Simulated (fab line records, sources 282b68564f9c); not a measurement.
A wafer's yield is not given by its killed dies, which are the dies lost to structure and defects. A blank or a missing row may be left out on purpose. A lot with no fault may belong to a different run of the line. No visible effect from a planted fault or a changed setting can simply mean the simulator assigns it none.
What tool caused it? || flow rit_cmos || Sampling: 7 lots, 21 wafers, 2 of 202 route steps

== WHAT THE GAUGES SHOWED, per wafer ==
RIT_FOX1_THK_MEAS_01.
{"lot": "L849", "measured": "day 1 22:13", "on": "film_metro-03", "FOX1_OXIDE_THK (nm)": "346 353 354"}
{"lot": "L851", "measured": "day 2 08:02", "on": "film_metro-02", "FOX1_OXIDE_THK (nm)": "349 347 349"}
{"lot": "L853", "measured": "day 2 17:51", "on": "film_metro-02", "FOX1_OXIDE_THK (nm)": "360 360 359"}
{"lot": "L855", "measured": "day 3 04:33", "on": "film_metro-03", "FOX1_OXIDE_THK (nm)": "345 355 347"}
{"lot": "L857", "measured": "day 3 13:51", "on": "film_metro-04", "FOX1_OXIDE_THK (nm)": "334 338 338"}
{"lot": "L861", "measured": "day 4 11:09", "on": "film_metro-04", "FOX1_OXIDE_THK (nm)": "348 343 354"}
{"lot": "L864", "measured": "day 5 02:31", "on": "film_metro-04", "FOX1_OXIDE_THK (nm)": "235 236 236"}

== WHAT TOOL EACH LOT RAN ON (gives the tool, then ch and the chambers of the sampled wafers, and finally the start) ==
{"lot": "L849", "RIT_FOX1_OXIDATION_00": "furnace-01 ch 0, day 1 20:53"}
{"lot": "L851", "RIT_FOX1_OXIDATION_00": "furnace-01 ch 0, day 2 06:44"}
{"lot": "L853", "RIT_FOX1_OXIDATION_00": "furnace-02 ch 0, day 2 16:32"}
{"lot": "L855", "RIT_FOX1_OXIDATION_00": "furnace-04 ch 0, day 3 03:12"}
{"lot": "L857", "RIT_FOX1_OXIDATION_00": "furnace-01 ch 0, day 3 12:32"}
{"lot": "L861", "RIT_FOX1_OXIDATION_00": "furnace-02 ch 0, day 4 09:49"}
{"lot": "L864", "RIT_FOX1_OXIDATION_00": "furnace-04 ch 0, day 5 01:13"}
- RIT_FOX1_OXIDATION_00: target thk 350.7 nm, ox time 1130 s.

== THE ANSWER, worked out from the rows above alone ==
Rule: usual is defined by the lots themselves. Put in order of their means at a reading, lots are off if they are a third of the lots or fewer, leave a main group of 4 or more, and stand apart from it by a gap of 3 or more times the standard deviation of the main group's means; of several such gaps the widest counts. A main group whose means are all the same, to the digits that the tables above print for the reading, isn't used. Also off: a lot with no number at a reading for which 4 or more lots have one. The other lots that the step has rows for count as sound.
Off: at RIT_FOX1_THK_MEAS_01 (FOX1_OXIDE_THK), L864. Mean 349 nm and standard deviation 6.7 in the main group.
If a tool, at a process step before that reading, ran all the lots that are off and no sound lot after the first of them, it fits. The gauges at RIT_FOX1_THK_MEAS_01 are tried like those tools. Can't be told from this: 2 tools fit, furnace-04 at RIT_FOX1_OXIDATION_00, film_metro-04 at RIT_FOX1_THK_MEAS_01.

== WHAT THE SIMULATOR PUT IN ==
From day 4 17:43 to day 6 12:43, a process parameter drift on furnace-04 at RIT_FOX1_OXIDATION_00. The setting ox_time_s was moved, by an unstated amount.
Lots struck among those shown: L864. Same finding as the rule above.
